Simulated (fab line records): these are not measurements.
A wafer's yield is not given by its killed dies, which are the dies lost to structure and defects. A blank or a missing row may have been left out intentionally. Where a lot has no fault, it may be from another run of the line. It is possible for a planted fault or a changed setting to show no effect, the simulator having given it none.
Which tool was responsible? | flow rit_cmos | 14 lots, 42 wafers sampled, at 2 steps of a route of 202

== WHAT EACH GAUGE READ, for each wafer ==
Not one reading of a measure or inspect step in the record can be checked against a usual standard deviation.

== EACH LOT AND THE TOOL THAT RAN IT (in order: tool; ch and the chambers of the sampled wafers; start) ==
lot  | RIT_PLDD_COAT_01                 | RIT_M1_PROBE_99
L634 | litho_track-03 ch 0, day 2 19:58 | prober-01, day 3 10:58
L636 | litho_track-03 ch 0, day 3 10:29 | prober-01, day 4 01:20
L637 | litho_track-02 ch 0, day 3 16:37 | prober-02, day 4 07:28
L638 | litho_track-02 ch 0, day 3 21:39 | prober-01, day 4 13:26
L639 | litho_track-02 ch 0, day 4 00:38 | prober-02, day 4 16:37
L640 | litho_track-02 ch 0, day 4 06:21 | prober-01, day 4 21:34
L643 | litho_track-02 ch 0, day 4 23:59 | prober-02, day 5 15:01
L652 | litho_track-03 ch 0, day 7 06:25 | prober-02, day 7 21:21
L651 | litho_track-04 ch 0, day 7 06:29 | prober-01, day 7 22:51
L653 | litho_track-04 ch 0, day 7 10:37 | prober-02, day 8 01:47
L654 | litho_track-02 ch 0, day 7 21:30 | prober-01, day 8 12:25
L655 | litho_track-04 ch 0, day 7 21:44 | prober-02, day 8 13:55
L656 | litho_track-03 ch 0, day 8 09:50 | prober-02, day 9 02:18
L657 | litho_track-04 ch 0, day 8 10:11 | prober-01, day 9 03:54
- RIT_PLDD_COAT_01: resist thk 1000 nm.
- RIT_M1_PROBE_99

== WHAT THE TOOLS THEMSELVES READ (means of the sampled wafers that have a number; where no wafer has one, the mark that the record gives instead) ==
RIT_PLDD_COAT_01. Usual: spin_speed_rpm 3249.8 rpm, standard deviation 2.4.
lot  | tool           | spin_speed_rpm (rpm) | flag
L634 | litho_track-03 | 3251.0               |
L636 | litho_track-03 | 3250.3               |
L637 | litho_track-02 | 3247.0               |
L638 | litho_track-02 | 3250.2               |
L639 | litho_track-02 | 3249.6               |
L640 | litho_track-02 | 3426.1               | OFF
L643 | litho_track-02 | 3430.2               | OFF
L652 | litho_track-03 | 3252.7               |
L651 | litho_track-04 | 3248.6               |
L653 | litho_track-04 | 3250.0               |
L654 | litho_track-02 | 3248.5               |
L655 | litho_track-04 | 3250.9               |
L656 | litho_track-03 | 3250.2               |
L657 | litho_track-04 | 3249.2               |

RIT_M1_PROBE_99. Usual: killed_at_contacts 0.1, standard deviation 0.24; killed_at_front_end 7, standard deviation 3.1; killed_dies 7, standard deviation 3.1; killed_on_rim 1.9, standard deviation 1.3; killed_open 3.3, standard deviation 1.9; killed_short 3.9, standard deviation 2.1.
lot  | tool      | killed_at_contacts | killed_at_front_end | killed_dies | killed_on_rim | killed_open | killed_short | flag
L634 | prober-01 | 0.0                | 8                   | 8           | 3.0           | 4.7         | 3.7          |
L636 | prober-01 | 0.0                | 7                   | 7           | 1.7           | 3.7         | 3.7          |
L637 | prober-02 | 0.0                | 7                   | 7           | 1.3           | 4.0         | 2.7          |
L638 | prober-01 | 0.0                | 6                   | 6           | 1.7           | 3.3         | 3.0          |
L639 | prober-02 | 0.0                | 5                   | 5           | 2.0           | 2.3         | 2.3          |
L640 | prober-01 | 0.0                | 7                   | 7           | 1.7           | 3.7         | 3.0          |
L643 | prober-02 | 0.0                | 5                   | 5           | 0.3           | 2.0         | 3.0          |
L652 | prober-02 | 0.0                | 8                   | 8           | 1.7           | 3.7         | 4.3          |
L651 | prober-01 | 0.0                | 7                   | 7           | 1.7           | 3.3         | 3.7          |
L653 | prober-02 | 0.0                | 12                  | 12          | 3.3           | 6.0         | 5.7          |
L654 | prober-01 | 0.7                | 6                   | 7           | 1.3           | 3.3         | 3.7          |
L655 | prober-02 | 0.0                | 8                   | 8           | 1.3           | 4.3         | 3.7          |
L656 | prober-02 | 0.3                | 7                   | 8           | 2.0           | 4.7         | 3.0          |
L657 | prober-01 | 0.0                | 7                   | 7           | 2.0           | 3.7         | 3.7          |

== THE ANSWER, worked out from the rows above alone ==
Rule: lot off if the mean of its wafers having a number is beyond 3 standard deviations from the usual mean. Also off: a lot with no number at a reading for which 4 or more lots have one. Any other lot the step has rows for is counted as sound. First the gauges in route order, then the tools' own readings, where a lot's mean is used as printed above. The first step at which some lot is off is used, and at that step the reading that is off furthest; a lot without a number counts as furthest.
Off: L640, L643, at RIT_PLDD_COAT_01 (spin_speed_rpm).
If a tool, at that step or one of the process steps before it, ran each lot that is off and ran no sound lot following the first of them, it fits. Not one of the candidates tried fits.

== WHAT THE SIMULATOR HAD INSERTED ==
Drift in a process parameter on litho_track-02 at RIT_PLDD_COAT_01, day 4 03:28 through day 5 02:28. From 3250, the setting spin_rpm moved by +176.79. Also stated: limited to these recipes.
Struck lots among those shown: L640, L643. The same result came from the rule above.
